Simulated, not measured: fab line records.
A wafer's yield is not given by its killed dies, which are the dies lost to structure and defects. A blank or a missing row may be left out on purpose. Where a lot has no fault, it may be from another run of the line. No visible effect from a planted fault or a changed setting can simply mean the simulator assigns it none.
fab line records || flow rit_cmos
[record] {"lots": 14, "wafers": 40, "last_day": 7}
route steps=202 shown GATE@95 M1@202
lots that met no fault: from a run of the same line without faults
start_h: start of the lot's first displayed wafer, in hours after the record's first day || wait_h: time in hours since the lot's previous step || " the same as in the row above || L1.1+2: a row that stands for several wafers || - no value, or no start was given || * or withheld: withheld || < > ~ a bound
route shown NAME@n: names a module that has steps shown in the file, with the first one's number in the route || usual: mean and standard deviation over wafers with no fault || same: alike in all rows || chamber/n: place in a boat || sites: readings site by site || _std_site: how widely they spread, as a standard deviation || _edge_site: the outer-site mean with the inner-site mean subtracted || radius_mm: for every site, how far away it sits from the centre of the wafer || mask NAME#n: copy n || behind: tool/chamber where the wafer was last shaped || hold: cause of the lot's hold/its duration in hours/its outcome || device: names the non-switching transistor (n, p or np) || end of line: tests of these same wafers at the route's end || for a step that has no rows: nothing shown but its recipe || killed: the dies lost at the first sort to structure and to defects; this is not the yield of the wafer || map: a wafer's dies, x killed, . not, _ none there
set.NAME: the setting the step ran with; set.NAME@STEP: the setting that earlier step ran with || model.NAME: the simulator's own value behind a step, which no gauge read
a sample of lots followed through the steps of the route, with each step as a table and each wafer as a row
services: from which hour (start_h, from the record's first day; less than 0 if before it) a tool's chamber was out of use, for how many hours, and why
[[steps]]
[step RIT_GATE_ETCH_19]
[recipe] {"chemistry": "SF6/CHF3/O2", "time_s": 165, "SF6_flow_sccm": 30, "CHF3_flow_sccm": 30, "O2_flow_sccm": 5, "target": "poly-Si", "pressure_mtorr": 40, "rf_w": 160, "target_depth_a": 3125, "over_etch_frac": 0.25, "stop_on": "SiO2"}
[usual] {"drypump_motor_current_A": "5.8/0.37", "oes_product_au": "0.838/0.014", "run_length_s": "193.2/0.41", "throttle_valve_pct": "10.24/0.15"}
{"lot.wafer": "L160.2", "tool": "rie_si-01", "chamber": 0, "start_h": 46.06, "wait_h": 0.1, "drypump_motor_current_A": 5.6, "oes_product_au": 0.833, "rf_hours_counter_h": 51, "run_length_s": 193.3, "throttle_valve_pct": 10.44}
{"lot.wafer": "L160.5", "tool": "rie_si-01", "chamber": 0, "start_h": 46.06, "wait_h": 0.1, "drypump_motor_current_A": 5.7, "oes_product_au": 0.832, "rf_hours_counter_h": "-", "run_length_s": 192.9, "throttle_valve_pct": 10.45}
{"lot.wafer": "L160.6", "tool": "rie_si-01", "chamber": 3, "start_h": 46.06, "wait_h": 0.1, "drypump_motor_current_A": 5.5, "oes_product_au": 0.828, "rf_hours_counter_h": "-", "run_length_s": 193.4, "throttle_valve_pct": 10.09}
{"lot.wafer": "L161.1", "tool": "rie_si-02", "chamber": 0, "start_h": 53.54, "wait_h": 0.1, "drypump_motor_current_A": 5.9, "oes_product_au": 0.850, "rf_hours_counter_h": 46, "run_length_s": 192.5, "throttle_valve_pct": 10.38}
{"lot.wafer": "L161.4", "tool": "rie_si-02", "chamber": 1, "start_h": 53.54, "wait_h": 0.1, "drypump_motor_current_A": 5.5, "oes_product_au": 0.830, "rf_hours_counter_h": 86, "run_length_s": 193.1, "throttle_valve_pct": 10.03}
{"lot.wafer": "L161.5", "tool": "rie_si-02", "chamber": 1, "start_h": 53.54, "wait_h": 0.1, "drypump_motor_current_A": 5.5, "oes_product_au": 0.839, "rf_hours_counter_h": "-", "run_length_s": 192.5, "throttle_valve_pct": 10.02}
{"lot.wafer": "L162.1", "tool": "rie_si-01", "chamber": 2, "start_h": 60.34, "wait_h": 0.1, "drypump_motor_current_A": 6.4, "oes_product_au": 0.828, "rf_hours_counter_h": 1, "run_length_s": 193.6, "throttle_valve_pct": 10.16}
{"lot.wafer": "L162.3", "tool": "rie_si-01", "chamber": 0, "start_h": 60.34, "wait_h": 0.1, "drypump_motor_current_A": 5.6, "oes_product_au": 0.831, "rf_hours_counter_h": 51, "run_length_s": 193.3, "throttle_valve_pct": 10.46}
{"lot.wafer": "L162.6", "tool": "rie_si-01", "chamber": 0, "start_h": 60.34, "wait_h": 0.1, "drypump_motor_current_A": 5.6, "oes_product_au": 0.834, "rf_hours_counter_h": "-", "run_length_s": 193.0, "throttle_valve_pct": 10.47}
{"lot.wafer": "L163.1", "tool": "rie_si-02", "chamber": 2, "start_h": 64.33, "wait_h": 0.1, "drypump_motor_current_A": 5.6, "oes_product_au": 0.858, "rf_hours_counter_h": 25, "run_length_s": 193.3, "throttle_valve_pct": 10.35}
{"lot.wafer": "L163.4", "tool": "rie_si-02", "chamber": 1, "start_h": 64.33, "wait_h": 0.1, "drypump_motor_current_A": 5.5, "oes_product_au": 0.839, "rf_hours_counter_h": 86, "run_length_s": 192.5, "throttle_valve_pct": 10.02}
{"lot.wafer": "L163.6", "tool": "rie_si-02", "chamber": 3, "start_h": 64.33, "wait_h": 0.1, "drypump_motor_current_A": 5.3, "oes_product_au": 0.858, "rf_hours_counter_h": "-", "run_length_s": 193.9, "throttle_valve_pct": 10.24}
{"lot.wafer": "L165.2", "tool": "rie_si-02", "chamber": 2, "start_h": 72.11, "wait_h": 0.1, "drypump_motor_current_A": 5.6, "oes_product_au": 0.858, "rf_hours_counter_h": 25, "run_length_s": 193.2, "throttle_valve_pct": 10.37}
{"lot.wafer": "L165.4", "tool": "rie_si-02", "chamber": 1, "start_h": 72.11, "wait_h": 0.1, "drypump_motor_current_A": 5.5, "oes_product_au": 0.831, "rf_hours_counter_h": 86, "run_length_s": 192.5, "throttle_valve_pct": 10.00}
{"lot.wafer": "L165.6", "tool": "rie_si-02", "chamber": 1, "start_h": 72.11, "wait_h": 0.1, "drypump_motor_current_A": 5.6, "oes_product_au": 0.838, "rf_hours_counter_h": "-", "run_length_s": 192.3, "throttle_valve_pct": 10.03}
{"lot.wafer": "L166.4", "tool": "rie_si-01", "chamber": 1, "start_h": 73.38, "wait_h": 0.1, "drypump_motor_current_A": 6.3, "oes_product_au": 0.822, "rf_hours_counter_h": 61, "run_length_s": 193.5, "throttle_valve_pct": 10.16}
{"lot.wafer": "L166.5", "tool": "rie_si-01", "chamber": 0, "start_h": 73.38, "wait_h": 0.1, "drypump_motor_current_A": 5.6, "oes_product_au": 0.843, "rf_hours_counter_h": "-", "run_length_s": 192.7, "throttle_valve_pct": 10.43}
{"lot.wafer": "L166.6", "tool": "rie_si-01", "chamber": 1, "start_h": 73.38, "wait_h": 0.1, "drypump_motor_current_A": 6.3, "oes_product_au": 0.825, "rf_hours_counter_h": "-", "run_length_s": 193.2, "throttle_valve_pct": 10.17}
{"lot.wafer": "L167.3", "tool": "rie_si-02", "chamber": 3, "start_h": 82.83, "wait_h": 0.1, "drypump_motor_current_A": 5.3, "oes_product_au": 0.856, "rf_hours_counter_h": 90, "run_length_s": 193.5, "throttle_valve_pct": 10.25}
{"lot.wafer": "L167.4", "tool": "rie_si-02", "chamber": 1, "start_h": 82.83, "wait_h": 0.1, "drypump_motor_current_A": 5.5, "oes_product_au": 0.820, "rf_hours_counter_h": 87, "run_length_s": 192.3, "throttle_valve_pct": 10.00}
{"lot.wafer": "L167.6", "tool": "rie_si-02", "chamber": 0, "start_h": 82.83, "wait_h": 0.1, "drypump_motor_current_A": 5.8, "oes_product_au": 0.859, "rf_hours_counter_h": "-", "run_length_s": 192.7, "throttle_valve_pct": 10.38}
{"lot.wafer": "L171.1", "tool": "rie_si-02", "chamber": 1, "start_h": 101.37, "wait_h": 0.1, "drypump_motor_current_A": 5.6, "oes_product_au": 0.826, "rf_hours_counter_h": 87, "run_length_s": 192.9, "throttle_valve_pct": 10.03}
{"lot.wafer": "L171.4", "tool": "rie_si-02", "chamber": 0, "start_h": 101.37, "wait_h": 0.1, "drypump_motor_current_A": 5.8, "oes_product_au": 0.853, "rf_hours_counter_h": 46, "run_length_s": 192.7, "throttle_valve_pct": 10.40}
{"lot.wafer": "L171.5", "tool": "rie_si-02", "chamber": 0, "start_h": 101.37, "wait_h": 0.1, "drypump_motor_current_A": 5.8, "oes_product_au": 0.844, "rf_hours_counter_h": "-", "run_length_s": 192.5, "throttle_valve_pct": 10.37}
{"lot.wafer": "L173.3", "tool": "rie_si-02", "chamber": 1, "start_h": 107.85, "wait_h": 0.1, "drypump_motor_current_A": 5.6, "oes_product_au": 0.812, "rf_hours_counter_h": 87, "run_length_s": 192.8, "throttle_valve_pct": 10.01}
{"lot.wafer": "L173.5", "tool": "rie_si-02", "chamber": 1, "start_h": 107.85, "wait_h": 0.1, "drypump_motor_current_A": 5.6, "oes_product_au": 0.818, "rf_hours_counter_h": "-", "run_length_s": 192.3, "throttle_valve_pct": 10.01}
{"lot.wafer": "L173.6", "tool": "rie_si-02", "chamber": 0, "start_h": 107.85, "wait_h": 0.1, "drypump_motor_current_A": 5.9, "oes_product_au": 0.833, "rf_hours_counter_h": "-", "run_length_s": 193.4, "throttle_valve_pct": 10.37}
{"lot.wafer": "L174.3", "tool": "rie_si-01", "chamber": 2, "start_h": 116.55, "wait_h": 0.1, "drypump_motor_current_A": 6.4, "oes_product_au": 0.846, "rf_hours_counter_h": 1, "run_length_s": 193.0, "throttle_valve_pct": 10.16}
{"lot.wafer": "L174.4", "tool": "rie_si-01", "chamber": 3, "start_h": 116.55, "wait_h": 0.1, "drypump_motor_current_A": 5.6, "oes_product_au": 0.823, "rf_hours_counter_h": 145, "run_length_s": 193.4, "throttle_valve_pct": 10.06}
{"lot.wafer": "L174.6", "tool": "rie_si-01", "chamber": 1, "start_h": 116.55, "wait_h": 0.1, "drypump_motor_current_A": 6.3, "oes_product_au": 0.818, "rf_hours_counter_h": "-", "run_length_s": 193.3, "throttle_valve_pct": 10.16}
{"lot.wafer": "L177.1", "tool": "rie_si-02", "chamber": 3, "start_h": 132.97, "wait_h": 0.1, "drypump_motor_current_A": 5.3, "oes_product_au": 0.845, "rf_hours_counter_h": 91, "run_length_s": 193.5, "throttle_valve_pct": 10.24}
{"lot.wafer": "L177.2", "tool": "rie_si-02", "chamber": 0, "start_h": 132.97, "wait_h": 0.1, "drypump_motor_current_A": 5.8, "oes_product_au": 0.851, "rf_hours_counter_h": 47, "run_length_s": 192.8, "throttle_valve_pct": 10.39}
{"lot.wafer": "L177.3", "tool": "rie_si-02", "chamber": 1, "start_h": 132.97, "wait_h": 0.1, "drypump_motor_current_A": 5.6, "oes_product_au": 0.829, "rf_hours_counter_h": 87, "run_length_s": 192.6, "throttle_valve_pct": 10.01}
{"lot.wafer": "L179.1", "tool": "rie_si-02", "chamber": 0, "start_h": 141.53, "wait_h": 0.1, "drypump_motor_current_A": 5.9, "oes_product_au": 0.987, "rf_hours_counter_h": 47, "run_length_s": 151.8, "throttle_valve_pct": 10.38}
{"lot.wafer": "L181.1", "tool": "rie_si-02", "chamber": 0, "start_h": 154.91, "wait_h": 0.1, "drypump_motor_current_A": 5.8, "oes_product_au": 1.001, "rf_hours_counter_h": 47, "run_length_s": 151.4, "throttle_valve_pct": 10.39}
{"lot.wafer": "L181.3", "tool": "rie_si-02", "chamber": 2, "start_h": 154.91, "wait_h": 0.1, "drypump_motor_current_A": 5.6, "oes_product_au": 0.838, "rf_hours_counter_h": 26, "run_length_s": 193.8, "throttle_valve_pct": 10.36}
{"lot.wafer": "L181.5", "tool": "rie_si-02", "chamber": 0, "start_h": 154.91, "wait_h": 0.1, "drypump_motor_current_A": 5.8, "oes_product_au": 0.991, "rf_hours_counter_h": "-", "run_length_s": 152.2, "throttle_valve_pct": 10.37}
{"lot.wafer": "L182.1", "tool": "rie_si-01", "chamber": 2, "start_h": 156.57, "wait_h": 0.1, "drypump_motor_current_A": 6.4, "oes_product_au": 0.841, "rf_hours_counter_h": 2, "run_length_s": 193.0, "throttle_valve_pct": 10.16}
{"lot.wafer": "L182.4", "tool": "rie_si-01", "chamber": 0, "start_h": 156.57, "wait_h": 0.1, "drypump_motor_current_A": 5.7, "oes_product_au": 0.833, "rf_hours_counter_h": "-", "run_length_s": 193.0, "throttle_valve_pct": 10.44}
{"lot.wafer": "L182.5", "tool": "rie_si-01", "chamber": 1, "start_h": 156.57, "wait_h": 0.1, "drypump_motor_current_A": 6.3, "oes_product_au": 0.817, "rf_hours_counter_h": "-", "run_length_s": 193.2, "throttle_valve_pct": 10.17}
[step RIT_M1_PROBE_99]
[usual] {"killed_at_contacts": "0.0/0.22", "killed_at_front_end": "7/3", "killed_dies": "7/3.1", "killed_on_rim": "1.8/1.4", "killed_open": "3.4/2.1", "killed_short": "3.4/2"}
[same] {"gross_dies": 264, "killed_at_M0_to_M3": 0, "killed_at_M4_up": 0, "killed_at_back_side": 0, "killed_at_other": 0}
{"lot.wafer": "L181.1", "tool": "prober-01", "chamber": "-", "start_h": 175.37, "wait_h": 0.1, "killed_at_contacts": 0, "killed_at_front_end": 262, "killed_dies": 262, "killed_on_rim": 70, "killed_open": 1, "killed_short": 2}
{"lot.wafer": "L181.3", "tool": "prober-01", "chamber": "-", "start_h": 175.47, "wait_h": 0.2, "killed_at_contacts": 0, "killed_at_front_end": 2, "killed_dies": 2, "killed_on_rim": 1, "killed_open": 0, "killed_short": 2}
{"lot.wafer": "L181.5", "tool": "prober-01", "chamber": "-", "start_h": 175.57, "wait_h": 0.2, "killed_at_contacts": 0, "killed_at_front_end": 263, "killed_dies": 263, "killed_on_rim": 70, "killed_open": 1, "killed_short": 7}
// killed by level:class
L181.1 GATE:area_etch=259 FOX1:geometric_particle:short=1 FOX1:geometric_particle:open=1 GATE:geometric_particle:short=1
L181.3 FOX1:geometric_particle:short=1 GATE:geometric_particle:short=1
L181.5 GATE:area_etch=255 GATE:geometric_particle:short=3 FOX1:geometric_particle:short=2 SPACER:geometric_particle:short=2 FOX1:geometric_particle:open=1
[[services]]
{"tool": "rie_si-02", "chamber": 0, "start_h": 29.70, "hours": 3.4, "kind": "repair"}
{"tool": "rie_si-01", "chamber": 1, "start_h": 77.24, "hours": 2.1, "kind": "repair"}
{"tool": "rie_si-02", "chamber": 3, "start_h": 96.25, "hours": 3.9, "kind": "repair"}
{"tool": "rie_si-01", "chamber": 0, "start_h": 104.45, "hours": 7.1, "kind": "repair"}
{"tool": "rie_si-02", "chamber": "-", "start_h": 142.67, "hours": 10.4, "kind": "repair"}
[[key]]
[first_sign] {"step": "RIT_GATE_ETCH_19", "reading": "run_length_s", "direction": "down", "sigmas": "99+", "usual": "*", "struck": "*"}
[effect] {"step": "RIT_GATE_ETCH_19", "reading": "oes_product_au", "direction": "up", "sigmas": 11, "usual": 0.838, "struck": 0.993}
[effect] {"step": "RIT_M1_PROBE_99", "reading": "killed_at_front_end", "direction": "up", "sigmas": 84, "usual": 7, "struck": 262}
[more_kills_born_at] {"RIT_GATE_ETCH_19@rie_si-02": 514}
met_at RIT_GATE_ETCH_19
struck_lots L179,L181
struck_wafers L179.1,L181.1,L181.5
rows_end L179.1
later_rows_left_out L181.1,L181.5
tester_left_out L181
onset_between 132.97 141.53
[fault] {"kind": "process_parameter_drift", "tool": "rie_si-02", "chamber": 0, "onset_h": 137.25, "steps": "RIT_GATE_ETCH_19", "channel": "time_s", "offset": "*", "shape": "step", "end_h": 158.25, "stated": "*"}
// tester_left_out: of these lots the tester's yield and bins aren't shown, on N5 and GAA mostly nor the transistor test; their killed dies are dies lost to structure and defects alone, not to doping, threshold or leakage, so they don't give the yield
// later_rows_left_out: the simulator's readings of these wafers behind a module that went badly wrong aren't trusted and aren't shown, but for the sort
// rows_end: these wafers met a further fault down the route, and their rows from its step on are left out
